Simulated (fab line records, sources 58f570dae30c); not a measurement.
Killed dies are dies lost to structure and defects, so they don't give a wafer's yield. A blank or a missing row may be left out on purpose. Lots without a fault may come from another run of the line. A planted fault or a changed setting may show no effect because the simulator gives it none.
One fault seen from 2 desks | flow berkeley_cmos170 | each desk has only its own numbers; what lay behind them comes last

THE METROLOGY DESK
What the gauges read, lot by lot, whatever tool the lot ran on: means of the sampled wafers that have a number. A lot is out of limits, marked OUT, if its mean lies more than 4 standard deviations from the usual mean; the brackets give that distance.
Columns: A = cd_nm at UCB170_GATE_CD_MEAS_12, usual 349.9 nm; B = PSD_TW at UCB170_PSD_TW_MEAS_10, usual 2322; C = NSD_OVL at UCB170_NSD_OVL_MEAS_07, usual -1 nm; D = PSD_RS at UCB170_SDANNEAL_RS_MEAS_02, usual 75.52 ohm/sq
lot  | first seen here | A     | B              | C   | D
L673 | day 5 23:27     | 350.2 | 2331           | 8   | 75.88
L675 | day 5 23:36     | 349.1 | 2344           | 3   | 75.36
L674 | day 5 23:44     | 349.2 | 2317           | -3  | 75.58
L677 | day 6 14:52     | 351.7 | 2319           | 0   | 76.06
L676 | day 6 15:09     | 348.7 | 2348           | 9   | 75.33
L681 | day 8 06:18     | 350.8 | 1934 (-28) OUT | 6   | 113.99 (+99 or more) OUT
L682 | day 8 06:32     | 349.0 | 1931 (-28) OUT | -0  | 113.89 (+99 or more) OUT
L689 | day 9 07:42     | 348.6 | 2305           | -0  | 75.88
L690 | day 9 15:56     | 349.2 | 2328           | -10 | 75.79
L691 | day 9 16:10     | 350.9 | 2329           | -5  | 75.60
L693 | day 10 09:07    | 349.0 | 2298           | -4  | 75.83
L692 | day 10 09:22    | 349.2 | 2317           | 2   | 75.49
L694 | day 10 19:23    | 350.8 | 2318           | -4  | 75.29
L696 | day 11 09:36    | 350.6 | 2308           | -7  | 75.38
This desk's finding: out of limits on L681, L682; first on L681, day 8 17:03 (PSD_TW at UCB170_PSD_TW_MEAS_10). In limits: L673, L675, L674, L677, L676, L689, L690, L691, L693, L692, L694, L696.

THE TOOL OWNER'S DESK: implanter-01
The tool's own readings at UCB170_PSD_IMPLANT_08: means of the sampled wafers that have a number, for each lot that ran on this tool. A lot is out of limits, marked OUT, if its mean lies more than 4 standard deviations from the usual mean; the brackets give that distance.
Columns: A = dose_ions_cm2 at UCB170_PSD_IMPLANT_08, usual 3.001e+15; B = end_station_pressure_torr at UCB170_PSD_IMPLANT_08, usual 1.25e-05 Torr; C = faraday_current_uA at UCB170_PSD_IMPLANT_08, usual 9265
lot  | first seen here | A                           | B                   | C
L673 | day 6 09:23     | 3.003e+15                   | 1.25e-05            | 9237
L676 | day 7 02:52     | 3.000e+15                   | 1.26e-05            | 9287
L681 | day 8 16:48     | 1.655e+15 (-99 or more) OUT | 9.47e-06 (-5.3) OUT | 5172 (-22) OUT
L682 | day 8 17:11     | 1.651e+15 (-99 or more) OUT | 8.90e-06 (-6.3) OUT | 5226 (-21) OUT
L696 | day 11 19:47    | 2.994e+15                   | 1.34e-05            | 9303
This desk's finding: out of limits on L681, L682; first on L681, day 8 16:48 (dose_ions_cm2 at UCB170_PSD_IMPLANT_08). In limits: L673, L676, L696.

PUT TOGETHER
The tool owner's desk could have raised an alarm at day 8 16:48, on L681, L682.
The metrology desk could have raised an alarm at day 8 17:03, on L681, L682.
Of the lots named, all ran UCB170_PSD_IMPLANT_08 on implanter-01.

WHAT THE SIMULATOR HAD PUT IN
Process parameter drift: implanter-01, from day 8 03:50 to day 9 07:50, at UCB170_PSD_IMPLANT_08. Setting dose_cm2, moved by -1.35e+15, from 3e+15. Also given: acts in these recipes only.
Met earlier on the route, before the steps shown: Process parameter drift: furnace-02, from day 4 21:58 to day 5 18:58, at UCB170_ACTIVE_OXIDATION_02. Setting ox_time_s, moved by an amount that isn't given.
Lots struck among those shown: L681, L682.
Hours from the fault's start to each desk's first reading out of limits: the tool owner's desk, 13; the metrology desk, 13.
